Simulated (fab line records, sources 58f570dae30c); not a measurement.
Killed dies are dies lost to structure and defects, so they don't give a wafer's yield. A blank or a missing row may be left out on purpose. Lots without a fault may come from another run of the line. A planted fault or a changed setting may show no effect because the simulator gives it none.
fab line records | flow berkeley_cmos170
record lots=5 wafers=15 last_day=11
route steps=331 shown V1@255 M2@271 V2@292
lots that met no fault: from a run of the same line without faults
start_h: hours from the record's first day to the start of the lot's first wafer shown | wait_h: hours since the lot's step before | " the same as in the row above | L1.1+2: a row that stands for several wafers | - no value, or no start given | * or withheld: withheld | < > ~ a bound
route shown NAME@n: a module of which the file shows steps, and the number in the route of the first | usual: mean/standard deviation of fault-free wafers | same: alike in all rows | chamber/n: place in a boat | sites: the reading at each site | _std_site: their standard deviation | _edge_site: outer sites' mean less inner sites' | radius_mm: how far each site lies from the wafer's centre | mask NAME#n: copy n | behind: the tool/chamber that last shaped the wafer | hold: why the lot was held/for how many hours/how that ended | device: the transistor (n, p or np) that didn't switch | end of line: the same wafers' tests at the end of the route | a step without rows: its recipe alone | killed: dies lost to structure and defects at the first sort, not the wafer's yield | map: a wafer's dies, x killed, . not, _ none there
set.NAME: the setting as run; set.NAME@STEP: as run at that earlier step | model.NAME: the simulator's own value behind a step, which no gauge read
lots at some steps of the route; a table a step, a row a wafer
services: from which hour (start_h, from the record's first day; less than 0 if before it) a tool's chamber was out of use, for how many hours, and why
## steps
# step UCB170_V1_THK_MEAS_01
# recipe reads=SiO2_of_V1_CVD_00
# usual V1_TEOS_THK=2010/27
# columns lot.wafer tool chamber start_h wait_h V1_TEOS_THK[nm]
L080.2 film_metro-03 - 177.19 0.1 2009
L080.5 " - " " 2034
L080.6 " - " " 2045
L085.1 film_metro-03 - 216.27 0.1 1968
L085.3 " - " " 2009
L085.6 " - " " 2048
L095.1 film_metro-04 - 254.97 0.1 1982
L095.4 " - " " 2013
L095.5 " - " " 2021
L094.1 film_metro-02 - 257.55 0.1 1975
L094.3 " - " " 1975
L094.6 " - " " 2014
L097.2 film_metro-03 - 257.56 0.1 1976
L097.3 " - " " 1991
L097.6 " - " " 2010
# step UCB170_V1_CMP_02
# recipe material=SiO2 down_force_psi=6 platen_rpm=60 pad_velocity_m_s=0.75398
# usual motor_current_A=17.0/2.4
# columns lot.wafer tool chamber start_h wait_h motor_current_A
L080.2 cmp-02 1 177.34 0.1 17.3
L080.5 " 3 " " 13.2
L080.6 " 0 " " 21.1
L085.1 cmp-02 3 216.52 0.2 14.9
L085.3 " 1 " " 17.8
L085.6 " 2 " " 15.9
L095.1 cmp-01 1 255.08 0.1 21.2
L095.4 " 2 " " 15.9
L095.5 " 0 " " 13.2
L097.3 cmp-01 2 257.66 0.1 15.6
L097.2 " 0 " " 13.4
L097.6 " 2 " " 15.8
L094.3 cmp-02 1 258.01 0.4 16.4
L094.1 " 2 " " 17.2
L094.6 " 0 " " 20.5
# step UCB170_V1_BOW_MEAS_03
# recipe mode=bow
# usual V1_BOW=19/6.9
# columns lot.wafer tool chamber start_h wait_h V1_BOW[um]
L080.2 film_metro-03 - 177.56 0.2 19
L080.5 " - " " 17
L080.6 " - " " 15
L085.1 film_metro-04 - 216.77 0.2 24
L085.3 " - " " 25
L085.6 " - " " 16
L095.1 film_metro-03 - 255.33 0.2 20
L095.4 " - " " 14
L095.5 " - " " 14
L097.2 film_metro-03 - 257.93 0.1 11
L097.3 " - " " 18
L097.6 " - " " 27
L094.1 film_metro-02 - 258.21 0.1 27
L094.3 " - " " 19
L094.6 " - " " 16
# step UCB170_V1_THK_MEAS_04
# recipe reads=SiO2_of_V1_CVD_00
# usual V1_POLISHED_THK=1000.0/1.2
# columns lot.wafer tool chamber start_h wait_h V1_POLISHED_THK[nm]
L080.2 film_metro-03 - 177.67 0.1 999.3
L080.5 " - " " 999.7
L080.6 " - " " 997.6
L085.1 film_metro-04 - 216.89 0.1 998.9
L085.3 " - " " 999.7
L085.6 " - " " 998.2
L095.1 film_metro-03 - 255.45 0.1 1000.8
L095.4 " - " " 1000.9
L095.5 " - " " 1000.6
L097.2 film_metro-03 - 258.04 0.1 1000.5
L097.3 " - " " 1000.1
L097.6 " - " " 999.1
L094.1 film_metro-02 - 258.33 0.1 998.6
L094.3 " - " " 998.8
L094.6 " - " " 997.9
# step UCB170_V1_CLEAN_05
# recipe chemistry=DIW
# columns lot.wafer tool chamber start_h wait_h
L080.2+5+6 wet_bench-03 1 177.72 0.0
L085.1+3+6 wet_bench-04 3 217.09 0.2
L095.1+4+5 wet_bench-01 3 255.51 0.1
L094.1+3+6 wet_bench-01 3 260.88 2.5
L097.2+3+6 wet_bench-01 3 260.88 2.8
# step UCB170_V1_HMDS_06
# recipe prime_time_s=60 prime_temp_c=100
# columns lot.wafer tool chamber start_h wait_h
L080.2+5+6 litho_track-04 0 177.94 0.0
L085.1+3+6 litho_track-01 0 217.28 0.0
L095.1+4+5 litho_track-02 0 256.52 0.8
L097.2+3+6 litho_track-04 0 261.30 0.2
L094.1+3+6 litho_track-01 0 261.59 0.5
# step UCB170_V1_COAT_07
# recipe resist=KrF spin_rpm=1500 resist_thk_nm=900
# columns lot.wafer tool chamber start_h wait_h
L080.2+5+6 litho_track-04 0 178.09 0.1
L085.1+3+6 litho_track-01 0 217.43 0.1
L095.1+4+5 litho_track-02 0 256.67 0.1
L097.2+3+6 litho_track-04 0 261.45 0.1
L094.1+3+6 litho_track-01 0 261.74 0.1
# step UCB170_V1_SOFTBAKE_08
# recipe resist=KrF temp_c=130 time_s=60
# columns lot.wafer tool chamber start_h wait_h
L080.2+5+6 litho_track-04 0 178.24 0.1
L085.1+3+6 litho_track-01 0 217.58 0.1
L095.1+4+5 litho_track-02 0 256.82 0.1
L097.2+3+6 litho_track-04 0 261.60 0.1
L094.1+3+6 litho_track-01 0 261.89 0.1
# step UCB170_V1_EXPOSE_09
# recipe mask_id=VIA1 target_cd_nm=700 na=0.5 sigma_outer=0.6 source_shape=conventional dose_mj=37
# same na=0.5
# columns lot.wafer tool chamber start_h wait_h mask
L080.2+5+6 krf_scanner-01 0 178.62 0.4 VIA1#0
L085.1+3+6 krf_scanner-02 0 217.85 0.2 VIA1#0
L095.1+4+5 krf_scanner-01 0 257.10 0.2 VIA1#0
L097.2+3+6 krf_scanner-02 0 261.75 0.1 VIA1#0
L094.1+3+6 krf_scanner-02 0 262.04 0.1 VIA1#0
# step UCB170_V1_PEB_10
# recipe peb_temp_c=130 peb_time_s=withheld resist=KrF
# columns lot.wafer tool chamber start_h wait_h
L080.2+5+6 litho_track-04 0 178.88 0.2
L085.1+3+6 litho_track-04 0 217.96 0.1
L095.1+4+5 litho_track-01 0 257.34 0.2
L097.2+3+6 litho_track-04 0 262.75 1.0
L094.1+3+6 litho_track-01 0 262.94 0.9
# step UCB170_V1_DEVELOP_11
# recipe developer=TMAH develop_time_s=45 resist=KrF dev_temp_c=21
# same develop_time_s=45
# columns lot.wafer tool chamber start_h wait_h
L080.2+5+6 litho_track-04 0 - -
L085.1+3+6 litho_track-04 0 - -
L095.1+4+5 litho_track-01 0 - -
L097.2+3+6 litho_track-04 0 - -
L094.1+3+6 litho_track-01 0 - -
# step UCB170_V1_CD_MEAS_12
# recipe target_cd_nm=700
# usual cd_nm=700.1/1.5
# columns lot.wafer tool chamber start_h wait_h cd_nm
L080.2 cd_sem-01 - 179.15 - 699.3
L080.5 " - " " 699.4
L080.6 " - " " 699.0
L085.1 cd_sem-02 - 218.24 - 698.5
L085.3 " - " " 699.1
L085.6 " - " " 698.5
L095.1 cd_sem-02 - 257.61 - 698.7
L095.4 " - " " 698.1
L095.5 " - " " 698.6
L097.2 cd_sem-02 - 263.02 - 699.5
L097.3 " - " " 700.2
L097.6 " - " " 700.2
L094.1 cd_sem-02 - 263.27 - 699.1
L094.3 " - " " 699.1
L094.6 " - " " 699.8
# step UCB170_V1_OVL_MEAS_13
# usual V1_OVL=0/5.4
# columns lot.wafer tool chamber start_h wait_h V1_OVL[nm]
L080.2 overlay-01 - 179.25 0.1 -2
L080.5 " - " " -1
L080.6 " - " " -5
L085.1 overlay-01 - 218.36 0.1 12
L085.3 " - " " 5
L085.6 " - " " 5
L095.1 overlay-01 - 257.77 0.1 2
L095.4 " - " " -3
L095.5 " - " " 8
L097.2 overlay-01 - 263.13 0.1 -6
L097.3 " - " " -6
L097.6 " - " " -8
L094.1 overlay-01 - 263.39 0.1 0
L094.3 " - " " 4
L094.6 " - " " 4
# step UCB170_V1_ETCH_14
# recipe chemistry=CHF3/CF4/Ar target=SiO2 stop_on=Al CHF3_flow_sccm=45 cf4_flow_sccm=15 Ar_flow_sccm=150 pressure_mtorr=200 rf_w=700 target_depth_a=12500 over_etch_frac=0.25 time_s=291
# usual drypump_motor_current_A=5.9/0.5 oes_product_au=0.867/0.01 rf_fwd_power_W=698.5/2.3 throttle_valve_pct=6.91/0.14
# same over_etch_frac=0.25
# columns lot.wafer tool chamber start_h wait_h drypump_motor_current_A oes_product_au rf_fwd_power_W rf_hours_counter_h throttle_valve_pct
L080.2 rie_diel-03 3 179.28 0.0 6.6 0.888 698.1 132 6.85
L080.5 " 0 " " 5.5 0.873 697.2 - 7.00
L080.6 " 3 " " 6.6 0.881 699.9 - 6.84
L085.1 rie_diel-03 3 218.39 0.0 6.6 0.897 699.2 133 6.83
L085.3 " 2 " " 5.3 0.855 699.9 11 7.06
L085.6 " 0 " " 5.5 0.877 698.0 - 7.02
L095.1 rie_diel-03 2 257.81 0.0 5.3 0.859 703.4 13 7.07
L095.4 " 3 " " 6.6 0.885 696.5 136 6.83
L095.5 " 2 " " 5.3 0.851 697.2 - 7.06
L097.2 rie_diel-02 3 263.16 0.0 6.3 0.869 699.2 4 7.09
L097.3 " 1 " " 5.6 0.861 697.3 115 6.71
L097.6 " 2 " " 6.6 0.863 698.1 - 6.79
L094.1 rie_diel-03 1 263.42 0.0 5.3 0.862 699.7 9 6.91
L094.3 " 2 " " 5.3 0.852 700.3 13 7.08
L094.6 " 2 " " 5.3 0.861 700.7 - 7.07
# step UCB170_V1_STRIP_15
# recipe chemistry=O2 power_w=400 pressure_mtorr=3500 platen_temp_c=withheld o2_flow_sccm=400 overash_fraction=0.5
# usual drypump_motor_current_A=5.8/0.46 oes_product_au=0.722/0.0043 strip_time_to_endpoint_s=15.35/0.099
# columns lot.wafer tool chamber start_h wait_h drypump_motor_current_A oes_product_au rf_hours_counter_h strip_time_to_endpoint_s
L080.2 plasma_asher-04 1 179.46 0.1 6.5 0.718 6 15.36
L080.5 " 1 " " 6.5 0.725 - 15.42
L080.6 " 0 " " 5.4 0.718 - 15.34
L085.1 plasma_asher-02 1 218.57 0.1 5.9 0.723 53 15.35
L085.3 " 0 " " 6.2 0.722 - 15.35
L085.6 " 1 " " 5.9 0.717 - 15.37
L095.1 plasma_asher-02 0 257.98 0.1 6.2 0.724 58 15.51
L095.4 " 0 " " 6.2 0.718 - 15.42
L095.5 " 0 " " 6.2 0.721 - 15.42
L097.2 plasma_asher-04 1 263.34 0.1 6.5 0.730 11 15.46
L097.3 " 1 " " 6.5 0.717 - 15.49
L097.6 " 0 " " 5.4 0.723 - 15.45
L094.1 plasma_asher-02 0 263.60 0.1 6.2 0.721 58 15.41
L094.3 " 0 " " 6.2 0.721 - 15.38
L094.6 " 1 " " 5.9 0.720 - 15.35
# step UCB170_V1_CD_MEAS_90
# recipe target_cd_nm=700
# usual cd_nm=700.1/1.6
# columns lot.wafer tool chamber start_h wait_h cd_nm
L080.2 cd_sem-02 - 179.58 0.1 698.4
L080.5 " - " " 699.3
L080.6 " - " " 698.9
L085.1 cd_sem-01 - 218.67 0.1 697.8
L085.3 " - " " 699.1
L085.6 " - " " 697.6
L095.1 cd_sem-02 - 258.08 0.1 699.7
L095.4 " - " " 697.8
L095.5 " - " " 699.4
L097.2 cd_sem-02 - 263.53 0.2 699.4
L097.3 " - " " 699.5
L097.6 " - " " 699.2
L094.1 cd_sem-02 - 263.70 0.1 699.2
L094.3 " - " " 699.7
L094.6 " - " " 701.3
# step UCB170_M2_PRE_CLEAN_00
# recipe gas=Ar preclean_etch_time_s=60
# columns lot.wafer tool chamber start_h wait_h
L080.2+5+6 pvd_sputter-04 - 179.68 0.1
L085.1+3+6 pvd_sputter-03 - 218.79 0.1
L095.1+4+5 pvd_sputter-04 - 258.20 0.1
L097.2+3+6 pvd_sputter-02 - 263.63 0.1
L094.1+3+6 pvd_sputter-04 - 263.82 0.1
# step UCB170_M2_SPUTTER_01
# recipe material=Al target_thk_nm=900 time_s=120 power_w=6000 chamber_pressure_pa=0.5
# usual throttle_valve_pct=30.2/1.6
# columns lot.wafer tool chamber start_h wait_h throttle_valve_pct
L080.2 pvd_sputter-04 - 179.75 0.0 31.9
L080.5 " - " " 31.9
L080.6 " - " " 29.3
L085.1 pvd_sputter-03 - 218.86 0.0 30.8
L085.3 " - " " 32.8
L085.6 " - " " 28.7
L095.1 pvd_sputter-04 - 258.28 0.0 27.5
L095.4 " - " " 31.8
L095.5 " - " " 32.1
L097.2 pvd_sputter-02 - 263.70 0.0 28.5
L097.3 " - " " 30.7
L097.6 " - " " 30.5
L094.1 pvd_sputter-04 - 263.89 0.0 27.2
L094.3 " - " " 31.4
L094.6 " - " " 27.2
# step UCB170_M2_RS_MEAS_02
# recipe thk_meas_gauge=four-point-probe reads=Al_of_M2_SPUTTER_01
# usual M2_AL_RS=0.0323/0.00039
# columns lot.wafer tool chamber start_h wait_h M2_AL_RS[ohm/sq]
L080.2 film_metro-03 - 179.85 0.1 0.0319
L080.5 " - " " 0.0318
L080.6 " - " " 0.0318
L085.1 film_metro-01 - 218.94 0.0 0.0328
L085.3 " - " " 0.0327
L085.6 " - " " 0.0318
L095.1 film_metro-04 - 258.37 0.0 0.0322
L095.4 " - " " 0.0326
L095.5 " - " " 0.0324
L097.2 film_metro-01 - 263.80 0.1 0.0321
L097.3 " - " " 0.0322
L097.6 " - " " 0.0326
L094.1 film_metro-03 - 263.97 0.0 0.0320
L094.3 " - " " 0.0325
L094.6 " - " " 0.0322
# step UCB170_M2_THK_MEAS_03
# recipe thk_meas_gauge=xrf reads=Al_of_M2_SPUTTER_01
# usual M2_AL_THK=905/12
# columns lot.wafer tool chamber start_h wait_h M2_AL_THK[nm]
L080.2 film_metro-03 - 179.96 0.1 922
L080.5 " - " " 923
L080.6 " - " " 926
L085.1 film_metro-01 - 219.06 0.1 892
L085.3 " - " " 891
L085.6 " - " " 916
L095.1 film_metro-04 - 258.49 0.1 908
L095.4 " - " " 908
L095.5 " - " " 902
L097.2 film_metro-01 - 263.91 0.1 899
L097.3 " - " " 901
L097.6 " - " " 890
L094.1 film_metro-03 - 264.09 0.1 922
L094.3 " - " " 905
L094.6 " - " " 907
# step UCB170_M2_HMDS_04
# recipe prime_time_s=60 prime_temp_c=100
# columns lot.wafer tool chamber start_h wait_h
L080.2+5+6 litho_track-04 0 180.04 0.1
L085.1+3+6 litho_track-04 0 219.33 0.3
L095.1+4+5 litho_track-03 0 258.55 0.1
L097.2+3+6 litho_track-04 0 264.03 0.1
L094.1+3+6 litho_track-03 0 264.21 0.1
# step UCB170_M2_COAT_05
# recipe resist=KrF spin_rpm=1500 resist_thk_nm=900
# columns lot.wafer tool chamber start_h wait_h
L080.2+5+6 litho_track-04 0 180.19 0.1
L085.1+3+6 litho_track-04 0 219.48 0.1
L095.1+4+5 litho_track-03 0 258.70 0.1
L097.2+3+6 litho_track-04 0 264.18 0.1
L094.1+3+6 litho_track-03 0 264.36 0.1
# step UCB170_M2_SOFTBAKE_06
# recipe resist=KrF temp_c=130 time_s=60
# columns lot.wafer tool chamber start_h wait_h
L080.2+5+6 litho_track-04 0 180.34 0.1
L085.1+3+6 litho_track-04 0 219.63 0.1
L095.1+4+5 litho_track-03 0 258.85 0.1
L097.2+3+6 litho_track-04 0 264.33 0.1
L094.1+3+6 litho_track-03 0 264.51 0.1
# step UCB170_M2_STRIP_07
# recipe chemistry=O2 power_w=400 pressure_mtorr=3500 platen_temp_c=withheld o2_flow_sccm=400 overash_fraction=0.5
# usual drypump_motor_current_A=5.9/0.57 oes_product_au=0.735/0.0046 strip_time_to_endpoint_s=21.99/0.067
# columns lot.wafer tool chamber start_h wait_h drypump_motor_current_A oes_product_au rf_hours_counter_h strip_time_to_endpoint_s
L080.2 plasma_asher-02 1 180.46 0.1 5.9 0.734 48 21.94
L080.5 " 0 " " 6.2 0.729 - 22.00
L080.6 " 1 " " 6.0 0.729 - 22.02
L085.1 plasma_asher-03 0 219.78 0.1 5.2 0.740 44 22.03
L085.3 " 0 " " 5.2 0.737 - 22.00
L085.6 " 0 " " 5.2 0.729 - 22.08
L095.1 plasma_asher-03 1 259.00 0.1 5.6 0.738 49 21.94
L095.4 " 1 " " 5.6 0.741 - 21.92
L095.5 " 1 " " 5.6 0.737 - 21.93
L097.2 plasma_asher-02 0 264.45 0.1 6.3 0.738 58 22.05
L097.3 " 0 " " 6.3 0.735 - 22.05
L097.6 " 1 " " 5.9 0.726 - 22.05
L094.1 plasma_asher-01 0 264.66 0.1 5.4 0.737 59 22.00
L094.3 " 1 " " 6.8 0.734 - 21.97
L094.6 " 1 " " 6.8 0.737 - 22.06
# step UCB170_M2_STRIP_08
# recipe chemistry=DMSO temp_c=80 time_s=600 material=KrF
# columns lot.wafer tool chamber start_h wait_h
L080.2+5+6 wet_bench-02 1 180.56 0.1
L085.1+3+6 wet_bench-01 1 219.93 0.1
L095.1+4+5 wet_bench-02 3 260.65 1.6
L097.2+3+6 wet_bench-01 0 264.55 0.1
L094.1+3+6 wet_bench-01 2 264.76 0.1
# step UCB170_M2_COAT_09
# recipe resist=BARC temp_c=withheld time_s=withheld spin_rpm=3000 resist_thk_nm=withheld
# columns lot.wafer tool chamber start_h wait_h
L080.2+5+6 litho_track-03 0 181.12 0.4
L085.1+3+6 litho_track-03 0 220.72 0.6
L095.1+4+5 litho_track-04 0 260.83 0.0
L097.2+3+6 litho_track-04 0 264.93 0.2
L094.1+3+6 litho_track-01 0 265.22 0.3
# step UCB170_M2_COAT_10
# recipe resist=KrF spin_rpm=1500 resist_thk_nm=900
# columns lot.wafer tool chamber start_h wait_h
L080.2+5+6 litho_track-03 0 - -
L085.1+3+6 litho_track-03 0 - -
L095.1+4+5 litho_track-04 0 - -
L097.2+3+6 litho_track-04 0 - -
L094.1+3+6 litho_track-01 0 - -
# step UCB170_M2_SOFTBAKE_11
# recipe resist=KrF temp_c=130 time_s=60
# columns lot.wafer tool chamber start_h wait_h
L080.2+5+6 litho_track-03 0 - -
L085.1+3+6 litho_track-03 0 - -
L095.1+4+5 litho_track-04 0 - -
L097.2+3+6 litho_track-04 0 - -
L094.1+3+6 litho_track-01 0 - -
# step UCB170_M2_EXPOSE_12
# recipe mask_id=METAL2 target_cd_nm=700 na=0.5 sigma_outer=0.6 source_shape=conventional dose_mj=26
# same na=0.5
# columns lot.wafer tool chamber start_h wait_h mask
L080.2+5+6 krf_scanner-01 0 181.69 - METAL2#0
L085.1+3+6 krf_scanner-02 0 221.29 - METAL2#0
L095.1+4+5 krf_scanner-02 0 261.40 - METAL2#0
L097.2+3+6 krf_scanner-01 0 265.37 - METAL2#0
L094.1+3+6 krf_scanner-01 0 265.67 - METAL2#0
# step UCB170_M2_PEB_13
# recipe peb_temp_c=130 peb_time_s=withheld resist=KrF
# columns lot.wafer tool chamber start_h wait_h
L080.2+5+6 litho_track-01 0 181.99 0.3
L085.1+3+6 litho_track-03 0 221.89 0.6
L095.1+4+5 litho_track-03 0 262.39 1.0
L097.2+3+6 litho_track-01 0 265.69 0.3
L094.1+3+6 litho_track-01 0 265.94 0.3
# step UCB170_M2_DEVELOP_14
# recipe developer=TMAH develop_time_s=45 resist=KrF dev_temp_c=21
# same develop_time_s=45
# columns lot.wafer tool chamber start_h wait_h
L080.2+5+6 litho_track-01 0 - -
L085.1+3+6 litho_track-03 0 - -
L095.1+4+5 litho_track-03 0 - -
L097.2+3+6 litho_track-01 0 - -
L094.1+3+6 litho_track-01 0 - -
# step UCB170_M2_CD_MEAS_15
# recipe target_cd_nm=700
# usual cd_nm=700.2/1.4
# columns lot.wafer tool chamber start_h wait_h cd_nm
L080.2 cd_sem-01 - 182.26 - 700.9
L080.5 " - " " 700.6
L080.6 " - " " 701.6
L085.1 cd_sem-01 - 222.17 - 700.9
L085.3 " - " " 700.7
L085.6 " - " " 700.7
L095.1 cd_sem-01 - 262.66 - 701.0
L095.4 " - " " 700.2
L095.5 " - " " 700.9
L097.2 cd_sem-01 - 265.96 - 700.3
L097.3 " - " " 700.2
L097.6 " - " " 701.3
L094.1 cd_sem-01 - 266.22 - 697.3
L094.3 " - " " 696.4
L094.6 " - " " 698.6
# step UCB170_M2_OVL_MEAS_16
# usual M2_OVL=0/4.9
# columns lot.wafer tool chamber start_h wait_h M2_OVL[nm]
L080.2 overlay-02 - 182.36 0.1 3
L080.5 " - " " 5
L080.6 " - " " -1
L085.1 overlay-01 - 222.29 0.1 2
L085.3 " - " " 1
L085.6 " - " " -4
L095.1 overlay-01 - 262.78 0.1 -6
L095.4 " - " " -11
L095.5 " - " " -1
L097.2 overlay-01 - 266.07 0.1 3
L097.3 " - " " 7
L097.6 " - " " 3
L094.1 overlay-01 - 266.34 0.1 1
L094.3 " - " " -7
L094.6 " - " " 1
# step UCB170_M2_ETCH_17
# recipe chemistry=N2/H2 target_depth_a=withheld overetch_a=withheld target=BARC time_s=withheld source_w=500 bias_w=100 pressure_mtorr=30 n2_flow_sccm=100 h2_flow_sccm=200
# usual drypump_motor_current_A=5.8/0.49 oes_product_au=0.988/0.017 rf_fwd_power_W=495.0/1.8 throttle_valve_pct=13.23/0.2
# columns lot.wafer tool chamber start_h wait_h drypump_motor_current_A oes_product_au rf_fwd_power_W throttle_valve_pct
L080.2 rie_diel-04 1 182.39 0.0 5.9 0.995 495.2 13.31
L080.5 " 0 " " 5.7 0.973 495.7 13.55
L080.6 " 1 " " 5.9 0.999 497.2 13.29
L085.1 rie_diel-03 3 222.32 0.0 6.6 1.022 493.7 13.20
L085.3 " 0 " " 5.5 1.000 493.4 13.43
L085.6 " 2 " " 5.3 0.966 496.5 13.47
L095.1 rie_diel-04 1 262.82 0.0 5.8 0.985 493.8 13.30
L095.4 " 0 " " 5.7 0.978 494.7 13.58
L095.5 " 1 " " 5.9 0.995 497.0 13.31
L097.2 rie_diel-02 0 266.10 0.0 5.4 1.003 492.1 13.26
L097.3 " 3 " " 6.4 0.999 491.9 13.50
L097.6 " 0 " " 5.3 0.997 491.9 13.25
L094.1 rie_diel-03 1 266.37 0.0 5.3 0.960 494.3 13.20
L094.3 " 3 " " 6.6 1.017 495.7 13.19
L094.6 " 0 " " 5.5 0.988 495.7 13.43
# step UCB170_M2_METAL_ETCH_18
# recipe chemistry=Cl2/BCl3 target=Al stop_on=SiO2 pressure_mtorr=12 target_depth_a=11700 over_etch_frac=0.3 time_s=195 icp_w=600 bias_w=120 Cl2_flow_sccm=90 bcl3_flow_sccm=45
# usual drypump_motor_current_A=5.5/0.39 oes_product_au=0.862/0.015 rf_fwd_power_W=597.8/2 throttle_valve_pct=24.46/0.2
# same over_etch_frac=0.3
# columns lot.wafer tool chamber start_h wait_h drypump_motor_current_A oes_product_au rf_fwd_power_W rf_hours_counter_h throttle_valve_pct
L080.2 rie_metal-03 1 182.44 - 5.6 0.872 596.9 8 24.47
L080.5 " 1 " " 5.6 0.882 600.3 - 24.48
L080.6 " 0 " " 5.8 0.876 595.7 - 24.12
L085.1 rie_metal-04 1 222.36 - 5.1 0.847 598.0 2 24.48
L085.3 " 0 " " 4.9 0.841 598.8 - 24.73
L085.6 " 1 " " 5.1 0.866 598.6 - 24.45
L095.1 rie_metal-04 1 262.86 - 5.1 0.856 597.9 3 24.48
L095.4 " 1 " " 5.0 0.858 603.3 - 24.48
L095.5 " 1 " " 5.1 0.861 600.6 - 24.46
L097.2 rie_metal-01 1 266.14 - 5.9 0.876 599.8 8 24.39
L097.3 " 0 " " 5.3 0.847 599.7 - 24.65
L097.6 " 1 " " 5.9 0.869 598.8 - 24.38
L094.1 rie_metal-04 0 266.41 - 4.9 0.855 596.5 2 24.73
L094.3 " 0 " " 4.9 0.843 597.0 - 24.73
L094.6 " 1 " " 5.1 0.863 597.1 - 24.47
# step UCB170_M2_STRIP_19
# recipe chemistry=O2 power_w=400 pressure_mtorr=3500 platen_temp_c=withheld o2_flow_sccm=400 overash_fraction=0.5
# usual drypump_motor_current_A=5.8/0.48 oes_product_au=0.549/0.011
# columns lot.wafer tool chamber start_h wait_h drypump_motor_current_A oes_product_au rf_hours_counter_h
L080.2 plasma_asher-02 0 182.62 0.1 6.2 0.534 48
L080.5 " 0 " " 6.2 0.533 -
L080.6 " 1 " " 5.9 0.556 -
L085.1 plasma_asher-01 1 222.55 0.1 6.8 0.537 54
L085.3 " 0 " " 5.4 0.556 -
L085.6 " 1 " " 6.8 0.549 -
L095.1 plasma_asher-03 0 263.05 0.1 5.2 0.548 49
L095.4 " 0 " " 5.2 0.553 -
L095.5 " 1 " " 5.6 0.548 -
L097.2 plasma_asher-03 0 266.33 0.1 5.2 0.547 50
L097.3 " 1 " " 5.6 0.547 -
L097.6 " 0 " " 5.2 0.560 -
L094.1 plasma_asher-02 1 266.60 0.1 5.9 0.552 59
L094.3 " 0 " " 6.2 0.555 -
L094.6 " 1 " " 5.9 0.537 -
# step UCB170_M2_CD_MEAS_90
# recipe target_cd_nm=700
# usual cd_nm=700/3.1
# columns lot.wafer tool chamber start_h wait_h cd_nm
L080.2 cd_sem-01 - 182.74 0.1 702
L080.5 " - " " 702
L080.6 " - " " 699
L085.1 cd_sem-01 - 222.65 0.1 702
L085.3 " - " " 700
L085.6 " - " " 701
L095.1 cd_sem-02 - 263.15 0.1 698
L095.4 " - " " 693
L095.5 " - " " 696
L097.2 cd_sem-01 - 266.45 0.1 700
L097.3 " - " " 701
L097.6 " - " " 701
L094.1 cd_sem-02 - 266.70 0.1 694
L094.3 " - " " 695
L094.6 " - " " 693
# step UCB170_V2_CVD_00
# recipe material=SiO2 target_thk_nm=2000 temp_c=390 precursor=TEOS/O2 time_s=250 rf_w=550 pressure_mtorr=9000
# usual heater_power_w=257/53 rf_fwd_power_W=548.7/1.7
# columns lot.wafer tool chamber start_h wait_h heater_power_w rf_fwd_power_W since_wet_clean_h
L080.2 pecvd-04 2 182.84 0.1 228 548.5 154
L080.5 " 1 " " 282 548.4 -
L080.6 " 0 " " 212 546.9 -
L085.1 pecvd-01 1 222.77 0.1 315 547.9 301
L085.3 " 2 " " 279 547.4 301
L085.6 " 0 " " 266 550.5 -
L095.1 pecvd-02 1 263.27 0.1 344 547.6 114
L095.4 " 1 " " 251 547.3 -
L095.5 " 2 " " 244 548.0 -
L097.2 pecvd-01 1 266.55 0.1 285 547.8 345
L097.3 " 0 " " 258 546.6 345
L097.6 " 1 " " 221 549.8 -
L094.1 pecvd-04 2 266.82 0.1 231 550.3 238
L094.3 " 1 " " 375 550.0 238
L094.6 " 2 " " 164 550.1 -
# step UCB170_V2_THK_MEAS_01
# recipe reads=SiO2_of_V2_CVD_00
# usual V2_TEOS_THK=1996/25
# columns lot.wafer tool chamber start_h wait_h V2_TEOS_THK[nm]
L080.2 film_metro-01 - 183.01 0.1 1953
L080.5 " - " " 2008
L080.6 " - " " 2012
L085.1 film_metro-04 - 222.93 0.1 1989
L085.3 " - " " 2000
L085.6 " - " " 2046
L095.1 film_metro-04 - 263.42 0.1 1990
L095.4 " - " " 2005
L095.5 " - " " 1988
L097.2 film_metro-02 - 266.71 0.1 1970
L097.3 " - " " 1937
L097.6 " - " " 1996
L094.1 film_metro-02 - 266.98 0.1 1951
L094.3 " - " " 1996
L094.6 " - " " 2013
# step UCB170_V2_CMP_02
# recipe material=SiO2 down_force_psi=6 platen_rpm=60 pad_velocity_m_s=0.75398
# usual motor_current_A=17.0/2.5
# columns lot.wafer tool chamber start_h wait_h motor_current_A
L080.2 cmp-02 1 183.06 0.0 17.6
L080.5 " 1 " " 17.8
L080.6 " 2 " " 16.7
L085.3 cmp-02 1 223.04 0.1 17.2
L085.1 " 3 " " 14.1
L085.6 " 0 " " 21.2
L095.1 cmp-01 2 263.53 0.1 14.4
L095.4 " 3 " " 18.0
L095.5 " 1 " " 19.0
L097.2 cmp-01 2 266.76 0.0 15.9
L097.3 " 0 " " 13.5
L097.6 " 2 " " 15.4
L094.1 cmp-02 3 267.04 0.1 14.5
L094.3 " 1 " " 17.7
L094.6 " 3 " " 14.4
# step UCB170_V2_BOW_MEAS_03
# recipe mode=bow
# usual V2_BOW=38/7.1
# columns lot.wafer tool chamber start_h wait_h V2_BOW[um]
L080.2 film_metro-04 - 183.46 0.3 39
L080.5 " - " " 36
L080.6 " - " " 33
L085.1 film_metro-04 - 223.29 0.1 45
L085.3 " - " " 45
L085.6 " - " " 36
L095.1 film_metro-02 - 263.84 0.3 40
L095.4 " - " " 34
L095.5 " - " " 33
L097.2 film_metro-02 - 267.08 0.3 31
L097.3 " - " " 37
L097.6 " - " " 45
L094.1 film_metro-02 - 267.34 0.2 49
L094.3 " - " " 39
L094.6 " - " " 36
## services
# columns tool chamber start_h hours kind
cmp-01 - 154.54 3.8 pm
krf_scanner-02 - 155.22 0.8 pm
krf_scanner-01 - 156.72 1.0 pm
rie_diel-04 - 157.39 0.2 repair
rie_diel-04 - 157.63 11.1 repair
rie_diel-03 2 172.94 6.4 repair
cmp-01 - 185.29 0.7 repair
krf_scanner-02 - 195.84 1.0 pm
plasma_asher-04 - 202.84 14.6 pm
krf_scanner-01 - 207.43 4.4 pm
pecvd-04 - 210.39 14.6 pm
cmp-02 - 214.00 0.3 repair
rie_diel-02 0 216.66 5.1 repair
rie_diel-02 3 220.19 25.9 repair
rie_diel-04 0 221.66 2.2 repair
rie_diel-03 - 222.48 1.5 repair
wet_bench-02 - 222.94 18.0 repair
wet_bench-01 - 224.77 1.1 repair
cmp-02 - 232.00 4.0 pm
cmp-01 - 235.82 2.6 repair
cmp-02 - 238.38 3.4 pm
krf_scanner-02 - 247.08 1.8 repair
cmp-02 - 251.29 4.4 repair
rie_diel-03 2 264.05 4.2 repair
## key
fault none
